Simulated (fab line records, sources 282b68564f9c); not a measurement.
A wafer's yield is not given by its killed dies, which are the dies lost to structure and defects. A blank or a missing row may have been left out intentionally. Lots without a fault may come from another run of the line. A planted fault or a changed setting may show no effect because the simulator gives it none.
Which of the tools did it? | flow ritCmos | 39 wafers from 13 lots sampled at 2 of the route's 202 steps

## WHAT THE GAUGES READ, wafer by wafer
RIT_GATE_THK_MEAS_09.
lot  | measured    | on           | GATE_POLY_THK (nm)
L658 | day 2 13:28 | filmMetro-02 | 241.0 242.3 240.7
L659 | day 2 18:38 | filmMetro-03 | 246.6 248.9 248.5
L660 | day 3 01:13 | filmMetro-03 | 247.8 246.5 248.0
L662 | day 3 13:38 | filmMetro-03 | 242.1 243.7 241.7
L663 | day 3 15:03 | filmMetro-01 | 267.7 267.4 264.2 267.2 267.5 264.2
L671 | day 5 08:35 | filmMetro-01 | 242.1 240.1 241.6
L674 | day 5 22:13 | filmMetro-01 | 243.6 244.0 243.7
L676 | day 6 11:10 | filmMetro-03 | 242.1 241.4 242.9
L677 | day 6 16:33 | filmMetro-02 | 240.9 242.5 243.3
L678 | day 6 21:15 | filmMetro-02 | 243.4 242.7 243.6
L679 | day 7 02:40 | filmMetro-01 | 246.1 244.8 245.1
L680 | day 7 06:24 | filmMetro-01 | 243.6 243.3 243.6
L681 | day 7 16:18 | filmMetro-03 | 241.9 241.3 241.4

## TOOL THAT RAN EACH LOT (tool first, then ch and the chambers of the sampled wafers, then the start)
lot  | RIT_GATE_CVD_08
L658 | lpcvd-02 ch 0, day 2 11:50
L659 | lpcvd-01 ch 0, day 2 16:59
L660 | lpcvd-01 ch 0, day 2 23:35
L662 | lpcvd-02 ch 0, day 3 12:01
L663 | lpcvd-01 ch 0, day 3 13:26
L671 | lpcvd-02 ch 0, day 5 06:59
L674 | lpcvd-02 ch 1, day 5 20:35
L676 | lpcvd-01 ch 0, day 6 09:33
L677 | lpcvd-02 ch 1, day 6 14:07
L678 | lpcvd-02 ch 0, day 6 19:38
L679 | lpcvd-01 ch 1, day 7 01:03
L680 | lpcvd-02 ch 0, day 7 04:47
L681 | lpcvd-01 ch 1, day 7 14:41
- RIT_GATE_CVD_08: deposits poly-Si from SiH4, target thk 250 nm, time 2220 s.

## AS READ BY THE TOOLS THEMSELVES (means over the sampled wafers that have a number; for cases with no such wafer, the mark the record gives instead)
RIT_GATE_CVD_08.
lot  | tool     | pressureMtorr (mTorr)
L658 | lpcvd-02 | 299.1
L659 | lpcvd-01 | 300.1
L660 | lpcvd-01 | 299.3
L662 | lpcvd-02 | 300.3
L663 | lpcvd-01 | 360.2
L671 | lpcvd-02 | 300.4
L674 | lpcvd-02 | 300.4
L676 | lpcvd-01 | 300.4
L677 | lpcvd-02 | 298.8
L678 | lpcvd-02 | 300.1
L679 | lpcvd-01 | 300.2
L680 | lpcvd-02 | 299.7
L681 | lpcvd-01 | 299.6

## THE ANSWER, worked out from the rows above alone
Rule: the usual values come from the lots themselves. Put in order of their means at a reading, lots are off if they are a third of the lots or fewer, leave a main group of 4 or more, and stand apart from it by a gap of 3 or more times the standard deviation of the main group's means; of several such gaps the widest counts. Not used: any main group whose means are identical at the precision the tables above print for the reading. Also off: a lot with no number at a reading for which 4 or more lots have one. Where the step has rows for the other lots, those lots are counted as sound. After the gauges, taken in route order, come the tools' own readings; for these a lot's mean is taken, as printed above. At the first step where some lot is off, the reading lying furthest off is the one used; lots without a number count as furthest.
Off: L663, seen at RIT_GATE_THK_MEAS_09 (GATE_POLY_THK). Mean 243.5 nm and standard deviation 2.2 in the main group.
If a tool, at a process step before that reading, ran all the lots that are off and no sound lot after the first of them, it fits. Not tried: the gauges at RIT_GATE_THK_MEAS_09; whatever is off there is also off at RIT_GATE_CVD_08, on other tools, and gauge error can't account for it. None of those tried fits.

## WHAT THE SIMULATOR HAD PUT IN
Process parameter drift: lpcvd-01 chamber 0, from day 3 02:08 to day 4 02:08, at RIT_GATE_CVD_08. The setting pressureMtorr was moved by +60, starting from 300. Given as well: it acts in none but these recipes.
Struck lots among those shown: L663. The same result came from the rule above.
